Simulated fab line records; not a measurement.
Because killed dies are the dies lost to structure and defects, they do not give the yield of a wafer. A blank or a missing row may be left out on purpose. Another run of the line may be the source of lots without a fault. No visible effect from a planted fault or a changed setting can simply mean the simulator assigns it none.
Which of the tools did it? || flow berkeley-cmos170 || 24 lots, 72 wafers sampled, at 5 steps of a route of 331

== WHAT THE GAUGES READ, wafer by wafer ==
UCB170_START_BOW_MEAS_00.
{"lot": "L074", "measured": "day 1 10:02", "on": "film-metro-03", "INCOMING_BOW (um)": "8 3 1"}
{"lot": "L075", "measured": "day 1 15:00", "on": "film-metro-04", "INCOMING_BOW (um)": "2 10 6"}
{"lot": "L076", "measured": "day 1 20:00", "on": "film-metro-04", "INCOMING_BOW (um)": "-1 1 -7"}
{"lot": "L077", "measured": "day 2 01:00", "on": "film-metro-02", "INCOMING_BOW (um)": "-4 -1 0"}
{"lot": "L078", "measured": "day 2 06:02", "on": "film-metro-03", "INCOMING_BOW (um)": "-5 1 2"}
{"lot": "L079", "measured": "day 2 11:02", "on": "film-metro-03", "INCOMING_BOW (um)": "4 -8 4"}
{"lot": "L080", "measured": "day 2 16:00", "on": "film-metro-04", "INCOMING_BOW (um)": "-3 -8 -4"}
{"lot": "L081", "measured": "day 2 21:02", "on": "film-metro-04", "INCOMING_BOW (um)": "-4 6 1"}
{"lot": "L082", "measured": "day 3 02:01", "on": "film-metro-04", "INCOMING_BOW (um)": "-4 6 -2"}
{"lot": "L083", "measured": "day 3 07:01", "on": "film-metro-02", "INCOMING_BOW (um)": "-8 4 -3"}
{"lot": "L084", "measured": "day 3 12:00", "on": "film-metro-03", "INCOMING_BOW (um)": "-11 14 4"}
{"lot": "L085", "measured": "day 3 17:04", "on": "film-metro-04", "INCOMING_BOW (um)": "7 -6 -7"}
{"lot": "L086", "measured": "day 3 22:00", "on": "film-metro-04", "INCOMING_BOW (um)": "-1 2 -8"}
{"lot": "L087", "measured": "day 4 03:01", "on": "film-metro-03", "INCOMING_BOW (um)": "-1 -3 3"}
{"lot": "L088", "measured": "day 4 08:01", "on": "film-metro-02", "INCOMING_BOW (um)": "-2 -5 3"}
{"lot": "L089", "measured": "day 4 13:01", "on": "film-metro-02", "INCOMING_BOW (um)": "4 12 1"}
{"lot": "L090", "measured": "day 4 18:01", "on": "film-metro-02", "INCOMING_BOW (um)": "-11 14 3"}
{"lot": "L091", "measured": "day 4 23:02", "on": "film-metro-02", "INCOMING_BOW (um)": "7 0 1"}
{"lot": "L092", "measured": "day 5 04:00", "on": "film-metro-04", "INCOMING_BOW (um)": "-1 7 -5"}
{"lot": "L093", "measured": "day 5 09:00", "on": "film-metro-02", "INCOMING_BOW (um)": "5 2 -7"}
{"lot": "L094", "measured": "day 5 14:00", "on": "film-metro-04", "INCOMING_BOW (um)": "1 -12 -14"}
{"lot": "L095", "measured": "day 5 19:01", "on": "film-metro-02", "INCOMING_BOW (um)": "-4 3 -10"}
{"lot": "L096", "measured": "day 6 00:02", "on": "film-metro-04", "INCOMING_BOW (um)": "12 -2 -3"}
{"lot": "L097", "measured": "day 6 05:01", "on": "film-metro-04", "INCOMING_BOW (um)": "9 4 4"}

UCB170_M1_THK_MEAS_02: measures by xrf.
{"lot": "L074", "measured": "day 8 05:19", "on": "film-metro-03", "M1_AL_THK (nm)": "610 615 612"}
{"lot": "L075", "measured": "day 9 05:36", "on": "film-metro-04", "M1_AL_THK (nm)": "607 605 606"}
{"lot": "L076", "measured": "day 9 05:55", "on": "film-metro-03", "M1_AL_THK (nm)": "608 604 602"}
{"lot": "L077", "measured": "day 9 03:51", "on": "film-metro-02", "M1_AL_THK (nm)": "598 599 598"}
{"lot": "L078", "measured": "day 9 14:43", "on": "film-metro-04", "M1_AL_THK (nm)": "599 599 596"}
{"lot": "L079", "measured": "day 9 17:09", "on": "film-metro-02", "M1_AL_THK (nm)": "599 592 600"}
{"lot": "L080", "measured": "day 9 15:17", "on": "film-metro-02", "M1_AL_THK (nm)": "583 590 585"}
{"lot": "L081", "measured": "day 9 17:28", "on": "film-metro-03", "M1_AL_THK (nm)": "600 600 603"}
{"lot": "L082", "measured": "day 10 12:51", "on": "film-metro-03", "M1_AL_THK (nm)": "606 604 605"}
{"lot": "L083", "measured": "day 10 15:05", "on": "film-metro-04", "M1_AL_THK (nm)": "596 593 593"}
{"lot": "L084", "measured": "day 10 15:16", "on": "film-metro-03", "M1_AL_THK (nm)": "606 606 609"}
{"lot": "L085", "measured": "day 10 14:53", "on": "film-metro-03", "M1_AL_THK (nm)": "606 602 603"}
{"lot": "L086", "measured": "day 10 16:53", "on": "film-metro-02", "M1_AL_THK (nm)": "596 593 594"}
{"lot": "L087", "measured": "day 11 15:32", "on": "film-metro-04", "M1_AL_THK (nm)": "600 602 601"}
{"lot": "L088", "measured": "day 11 16:29", "on": "film-metro-03", "M1_AL_THK (nm)": "611 606 612"}
{"lot": "L089", "measured": "day 11 23:03", "on": "film-metro-04", "M1_AL_THK (nm)": "616 612 606"}
{"lot": "L090", "measured": "day 11 23:21", "on": "film-metro-04", "M1_AL_THK (nm)": "605 600 598"}
{"lot": "L091", "measured": "day 12 10:47", "on": "film-metro-02", "M1_AL_THK (nm)": "604 599 604"}
{"lot": "L092", "measured": "day 12 07:42", "on": "film-metro-03", "M1_AL_THK (nm)": "607 613 599"}
{"lot": "L093", "measured": "day 12 08:29", "on": "film-metro-04", "M1_AL_THK (nm)": "596 596 594"}
{"lot": "L094", "measured": "day 12 20:23", "on": "film-metro-04", "M1_AL_THK (nm)": "601 599 607"}
{"lot": "L095", "measured": "day 12 20:02", "on": "film-metro-04", "M1_AL_THK (nm)": "598 608 605"}
{"lot": "L096", "measured": "day 13 10:02", "on": "film-metro-04", "M1_AL_THK (nm)": "604 598 601"}
{"lot": "L097", "measured": "day 13 14:00", "on": "film-metro-04", "M1_AL_THK (nm)": "592 597 601"}

UCB170_V1_CD_MEAS_12 targets a cd of 700 nm.
{"lot": "L074", "measured": "day 8 10:26", "on": "cd-sem-02", "cd-nm (nm)": "699.5 699.7 698.9"}
{"lot": "L075", "measured": "day 9 10:30", "on": "cd-sem-02", "cd-nm (nm)": "700.1 699.4 700.2"}
{"lot": "L076", "measured": "day 9 11:44", "on": "cd-sem-02", "cd-nm (nm)": "698.8 698.4 698.0"}
{"lot": "L077", "measured": "day 9 08:29", "on": "cd-sem-02", "cd-nm (nm)": "702.2 703.1 701.9"}
{"lot": "L078", "measured": "day 9 22:43", "on": "cd-sem-02", "cd-nm (nm)": "697.2 698.5 698.1"}
{"lot": "L079", "measured": "day 9 23:31", "on": "cd-sem-02", "cd-nm (nm)": "699.5 699.8 699.1"}
{"lot": "L080", "measured": "day 9 23:21", "on": "cd-sem-02", "cd-nm (nm)": "698.0 696.4 696.6"}
{"lot": "L081", "measured": "day 9 23:38", "on": "cd-sem-02", "cd-nm (nm)": "700.5 699.8 700.7"}
{"lot": "L082", "measured": "day 10 18:06", "on": "cd-sem-02", "cd-nm (nm)": "698.3 700.5 699.0"}
{"lot": "L083", "measured": "day 10 21:37", "on": "cd-sem-02", "cd-nm (nm)": "698.6 697.4 696.3"}
{"lot": "L084", "measured": "day 10 22:29", "on": "cd-sem-02", "cd-nm (nm)": "698.6 696.4 697.0"}
{"lot": "L085", "measured": "day 10 21:04", "on": "cd-sem-01", "cd-nm (nm)": "698.4 696.6 696.6"}
{"lot": "L086", "measured": "day 10 23:13", "on": "cd-sem-01", "cd-nm (nm)": "700.2 699.9 699.1"}
{"lot": "L087", "measured": "day 11 21:44", "on": "cd-sem-02", "cd-nm (nm)": "697.9 697.6 698.0"}
{"lot": "L088", "measured": "day 11 22:06", "on": "cd-sem-02", "cd-nm (nm)": "701.6 701.1 701.2"}
{"lot": "L089", "measured": "day 12 05:44", "on": "cd-sem-02", "cd-nm (nm)": "697.9 699.9 698.3"}
{"lot": "L090", "measured": "day 12 06:09", "on": "cd-sem-01", "cd-nm (nm)": "703.3 701.8 701.5"}
{"lot": "L091", "measured": "day 12 18:52", "on": "cd-sem-02", "cd-nm (nm)": "697.9 698.0 698.4"}
{"lot": "L092", "measured": "day 12 12:56", "on": "cd-sem-01", "cd-nm (nm)": "698.9 697.0 696.6"}
{"lot": "L093", "measured": "day 12 13:59", "on": "cd-sem-02", "cd-nm (nm)": "701.2 700.0 698.9"}
{"lot": "L094", "measured": "day 13 03:31", "on": "cd-sem-02", "cd-nm (nm)": "702.6 701.4 702.2"}
{"lot": "L095", "measured": "day 13 03:16", "on": "cd-sem-01", "cd-nm (nm)": "701.6 700.2 700.5"}
{"lot": "L096", "measured": "day 13 14:41", "on": "cd-sem-01", "cd-nm (nm)": "701.6 700.2 701.9"}
{"lot": "L097", "measured": "day 13 19:02", "on": "cd-sem-01", "cd-nm (nm)": "700.5 702.4 700.9"}

UCB170_V1_CD_MEAS_90 targets a cd of 700 nm.
{"lot": "L074", "measured": "day 8 10:53", "on": "cd-sem-02", "cd-nm (nm)": "699.3 699.8 698.9"}
{"lot": "L075", "measured": "day 9 10:58", "on": "cd-sem-02", "cd-nm (nm)": "699.0 699.1 700.2"}
{"lot": "L076", "measured": "day 9 12:10", "on": "cd-sem-02", "cd-nm (nm)": "698.6 698.4 698.1"}
{"lot": "L077", "measured": "day 9 08:56", "on": "cd-sem-02", "cd-nm (nm)": "702.3 703.7 701.8"}
{"lot": "L078", "measured": "day 9 23:09", "on": "cd-sem-02", "cd-nm (nm)": "696.7 698.1 697.7"}
{"lot": "L079", "measured": "day 9 23:56", "on": "cd-sem-02", "cd-nm (nm)": "700.1 700.1 699.2"}
{"lot": "L080", "measured": "day 9 23:47", "on": "cd-sem-02", "cd-nm (nm)": "697.6 695.4 696.0"}
{"lot": "L081", "measured": "day 10 00:04", "on": "cd-sem-02", "cd-nm (nm)": "700.1 700.6 701.1"}
{"lot": "L082", "measured": "day 10 18:32", "on": "cd-sem-02", "cd-nm (nm)": "697.9 700.1 699.6"}
{"lot": "L083", "measured": "day 10 22:04", "on": "cd-sem-02", "cd-nm (nm)": "699.6 698.0 697.6"}
{"lot": "L084", "measured": "day 10 22:55", "on": "cd-sem-02", "cd-nm (nm)": "698.5 696.0 696.5"}
{"lot": "L085", "measured": "day 10 21:30", "on": "cd-sem-01", "cd-nm (nm)": "698.5 696.8 696.6"}
{"lot": "L086", "measured": "day 10 23:39", "on": "cd-sem-01", "cd-nm (nm)": "700.2 700.9 698.6"}
{"lot": "L087", "measured": "day 11 22:13", "on": "cd-sem-02", "cd-nm (nm)": "697.0 697.9 698.4"}
{"lot": "L088", "measured": "day 11 22:32", "on": "cd-sem-01", "cd-nm (nm)": "701.2 700.4 701.0"}
{"lot": "L089", "measured": "day 12 06:10", "on": "cd-sem-02", "cd-nm (nm)": "698.1 699.5 698.7"}
{"lot": "L090", "measured": "day 12 06:35", "on": "cd-sem-02", "cd-nm (nm)": "703.1 702.0 700.7"}
{"lot": "L091", "measured": "day 12 19:23", "on": "cd-sem-01", "cd-nm (nm)": "697.9 697.9 698.9"}
{"lot": "L092", "measured": "day 12 13:22", "on": "cd-sem-01", "cd-nm (nm)": "699.4 696.8 696.5"}
{"lot": "L093", "measured": "day 12 14:26", "on": "cd-sem-02", "cd-nm (nm)": "701.0 699.7 698.4"}
{"lot": "L094", "measured": "day 13 03:58", "on": "cd-sem-01", "cd-nm (nm)": "701.9 702.1 702.0"}
{"lot": "L095", "measured": "day 13 03:42", "on": "cd-sem-02", "cd-nm (nm)": "700.2 698.5 699.7"}
{"lot": "L096", "measured": "day 13 15:07", "on": "cd-sem-02", "cd-nm (nm)": "701.2 700.0 700.9"}
{"lot": "L097", "measured": "day 13 19:29", "on": "cd-sem-02", "cd-nm (nm)": "699.9 702.6 702.0"}

== WHICH TOOL RAN EACH LOT (tool, then ch and the chambers of the sampled wafers, then the start) ==
{"lot": "L074", "UCB170_ACTIVE_ETCH_15": "rie-diel-02 ch 0,1,3, day 4 20:00"}
{"lot": "L075", "UCB170_ACTIVE_ETCH_15": "rie-diel-02 ch 0,1, day 5 12:21"}
{"lot": "L076", "UCB170_ACTIVE_ETCH_15": "rie-diel-04 ch 1,2,3, day 5 13:00"}
{"lot": "L077", "UCB170_ACTIVE_ETCH_15": "rie-diel-03 ch 0,2,3, day 5 12:07"}
{"lot": "L078", "UCB170_ACTIVE_ETCH_15": "rie-diel-03 ch 1,2,3, day 6 01:04"}
{"lot": "L079", "UCB170_ACTIVE_ETCH_15": "rie-diel-02 ch 0,1, day 6 01:18"}
{"lot": "L080", "UCB170_ACTIVE_ETCH_15": "rie-diel-03 ch 1,2,3, day 6 07:59"}
{"lot": "L081", "UCB170_ACTIVE_ETCH_15": "rie-diel-02 ch 2,3, day 6 08:16"}
{"lot": "L082", "UCB170_ACTIVE_ETCH_15": "rie-diel-02 ch 2,3, day 6 16:11"}
{"lot": "L083", "UCB170_ACTIVE_ETCH_15": "rie-diel-03 ch 1,2, day 6 21:32"}
{"lot": "L084", "UCB170_ACTIVE_ETCH_15": "rie-diel-02 ch 0,2, day 6 21:46"}
{"lot": "L085", "UCB170_ACTIVE_ETCH_15": "rie-diel-04 ch 0,1, day 7 06:39"}
{"lot": "L086", "UCB170_ACTIVE_ETCH_15": "rie-diel-02 ch 0,2, day 7 07:28"}
{"lot": "L087", "UCB170_ACTIVE_ETCH_15": "rie-diel-02 ch 1,2,3, day 7 18:50"}
{"lot": "L088", "UCB170_ACTIVE_ETCH_15": "rie-diel-03 ch 1,2,3, day 7 19:04"}
{"lot": "L089", "UCB170_ACTIVE_ETCH_15": "rie-diel-02 ch 0,2,3, day 8 11:37"}
{"lot": "L090", "UCB170_ACTIVE_ETCH_15": "rie-diel-03 ch 1,3, day 8 11:22"}
{"lot": "L091", "UCB170_ACTIVE_ETCH_15": "rie-diel-03 ch 1,2,3, day 8 18:07"}
{"lot": "L092", "UCB170_ACTIVE_ETCH_15": "rie-diel-03 ch 1,2,3, day 9 01:07"}
{"lot": "L093", "UCB170_ACTIVE_ETCH_15": "rie-diel-02 ch 0,1, day 9 01:21"}
{"lot": "L094", "UCB170_ACTIVE_ETCH_15": "rie-diel-04 ch 0,2,3, day 9 10:47"}
{"lot": "L095", "UCB170_ACTIVE_ETCH_15": "rie-diel-03 ch 1,2, day 9 11:00"}
{"lot": "L096", "UCB170_ACTIVE_ETCH_15": "rie-diel-02 ch 1,2,3, day 10 01:04"}
{"lot": "L097", "UCB170_ACTIVE_ETCH_15": "rie-diel-04 ch 0,1, day 10 00:47"}
- UCB170_ACTIVE_ETCH_15: etches Si3N4 in CH3F/Ar/O2, stops on SiO2, target depth 242 nm, time 151 s.

== WHAT THE TOOLS THEMSELVES READ (means of the sampled wafers that have a number; where no wafer has one, the mark that the record gives instead) ==
UCB170_ACTIVE_ETCH_15.
{"lot": "L074", "tool": "rie-diel-02", "CH3F_flow_sccm (sccm)": 19.98, "drypump-motor-current-A (A)": 6.0, "oes-product-au (a.u.)": 0.958, "throttle-valve-pct (%)": 8.02}
{"lot": "L075", "tool": "rie-diel-02", "CH3F_flow_sccm (sccm)": 19.96, "drypump-motor-current-A (A)": 6.2, "oes-product-au (a.u.)": 0.952, "throttle-valve-pct (%)": 7.98}
{"lot": "L076", "tool": "rie-diel-04", "CH3F_flow_sccm (sccm)": 20.03, "drypump-motor-current-A (A)": 5.6, "oes-product-au (a.u.)": 0.950, "throttle-valve-pct (%)": 7.91}
{"lot": "L077", "tool": "rie-diel-03", "CH3F_flow_sccm (sccm)": 19.96, "drypump-motor-current-A (A)": 6.4, "oes-product-au (a.u.)": 0.941, "throttle-valve-pct (%)": 8.07}
{"lot": "L078", "tool": "rie-diel-03", "CH3F_flow_sccm (sccm)": 19.98, "drypump-motor-current-A (A)": 6.3, "oes-product-au (a.u.)": 0.941, "throttle-valve-pct (%)": 7.96}
{"lot": "L079", "tool": "rie-diel-02", "CH3F_flow_sccm (sccm)": 19.95, "drypump-motor-current-A (A)": 6.2, "oes-product-au (a.u.)": 0.961, "throttle-valve-pct (%)": 7.91}
{"lot": "L080", "tool": "rie-diel-03", "CH3F_flow_sccm (sccm)": 19.92, "drypump-motor-current-A (A)": 6.3, "oes-product-au (a.u.)": 0.940, "throttle-valve-pct (%)": 7.94}
{"lot": "L081", "tool": "rie-diel-02", "CH3F_flow_sccm (sccm)": 20.02, "drypump-motor-current-A (A)": 5.0, "oes-product-au (a.u.)": 0.971, "throttle-valve-pct (%)": 7.97}
{"lot": "L082", "tool": "rie-diel-02", "CH3F_flow_sccm (sccm)": 19.96, "drypump-motor-current-A (A)": 5.0, "oes-product-au (a.u.)": 0.972, "throttle-valve-pct (%)": 7.97}
{"lot": "L083", "tool": "rie-diel-03", "CH3F_flow_sccm (sccm)": 19.98, "drypump-motor-current-A (A)": 6.3, "oes-product-au (a.u.)": 0.956, "throttle-valve-pct (%)": 7.92}
{"lot": "L084", "tool": "rie-diel-02", "CH3F_flow_sccm (sccm)": 20.02, "drypump-motor-current-A (A)": 5.6, "oes-product-au (a.u.)": 0.972, "throttle-valve-pct (%)": 7.83}
{"lot": "L085", "tool": "rie-diel-04", "CH3F_flow_sccm (sccm)": 19.93, "drypump-motor-current-A (A)": 5.5, "oes-product-au (a.u.)": 0.942, "throttle-valve-pct (%)": 7.91}
{"lot": "L086", "tool": "rie-diel-02", "CH3F_flow_sccm (sccm)": 20.01, "drypump-motor-current-A (A)": 5.6, "oes-product-au (a.u.)": 0.978, "throttle-valve-pct (%)": 7.84}
{"lot": "L087", "tool": "rie-diel-02", "CH3F_flow_sccm (sccm)": 19.96, "drypump-motor-current-A (A)": 5.6, "oes-product-au (a.u.)": 0.966, "throttle-valve-pct (%)": 8.03}
{"lot": "L088", "tool": "rie-diel-03", "CH3F_flow_sccm (sccm)": 20.09, "drypump-motor-current-A (A)": 6.3, "oes-product-au (a.u.)": 0.940, "throttle-valve-pct (%)": 7.95}
{"lot": "L089", "tool": "rie-diel-02", "CH3F_flow_sccm (sccm)": 19.94, "drypump-motor-current-A (A)": 5.5, "oes-product-au (a.u.)": 0.968, "throttle-valve-pct (%)": 7.96}
{"lot": "L090", "tool": "rie-diel-03", "CH3F_flow_sccm (sccm)": 19.95, "drypump-motor-current-A (A)": 6.3, "oes-product-au (a.u.)": 0.938, "throttle-valve-pct (%)": 7.96}
{"lot": "L091", "tool": "rie-diel-03", "CH3F_flow_sccm (sccm)": 20.03, "drypump-motor-current-A (A)": 6.3, "oes-product-au (a.u.)": 0.934, "throttle-valve-pct (%)": 7.96}
{"lot": "L092", "tool": "rie-diel-03", "CH3F_flow_sccm (sccm)": 19.97, "drypump-motor-current-A (A)": 6.3, "oes-product-au (a.u.)": 0.949, "throttle-valve-pct (%)": 7.95}
{"lot": "L093", "tool": "rie-diel-02", "CH3F_flow_sccm (sccm)": 20.05, "drypump-motor-current-A (A)": 6.3, "oes-product-au (a.u.)": 0.953, "throttle-valve-pct (%)": 7.97}
{"lot": "L094", "tool": "rie-diel-04", "CH3F_flow_sccm (sccm)": 19.99, "drypump-motor-current-A (A)": 5.5, "oes-product-au (a.u.)": 0.940, "throttle-valve-pct (%)": 7.95}
{"lot": "L095", "tool": "rie-diel-03", "CH3F_flow_sccm (sccm)": 20.08, "drypump-motor-current-A (A)": 6.3, "oes-product-au (a.u.)": 0.955, "throttle-valve-pct (%)": 7.92}
{"lot": "L096", "tool": "rie-diel-02", "CH3F_flow_sccm (sccm)": 20.04, "drypump-motor-current-A (A)": 5.6, "oes-product-au (a.u.)": 0.973, "throttle-valve-pct (%)": 8.04}
{"lot": "L097", "tool": "rie-diel-04", "CH3F_flow_sccm (sccm)": 19.99, "drypump-motor-current-A (A)": 5.4, "oes-product-au (a.u.)": 0.942, "throttle-valve-pct (%)": 7.93}

== THE ANSWER, worked out from the rows above alone ==
Rule: what is usual is taken from the lots themselves. The widest of any qualifying gaps counts: lots, ordered by their means at a reading, are off when they make up no more than a third of the lots, leave a main group of 4 or more, and stand apart from it by 3 or more times the standard deviation of that group's means. A main group is skipped when, at the precision printed for the reading in the tables above, its means are all equal. A lot without any number at a reading at which 4 lots or more have one is off too. All remaining lots with rows at the step are treated as sound. The gauges are gone through in route order, then the tools' own readings, and for those a lot's mean is taken as printed above. The first step at which some lot is off is used, and at that step the reading that is off furthest; a lot without a number counts as furthest.
No lot is off on any of the readings shown, so nothing can be concluded from this.

== WHAT THE SIMULATOR HAD INSERTED ==
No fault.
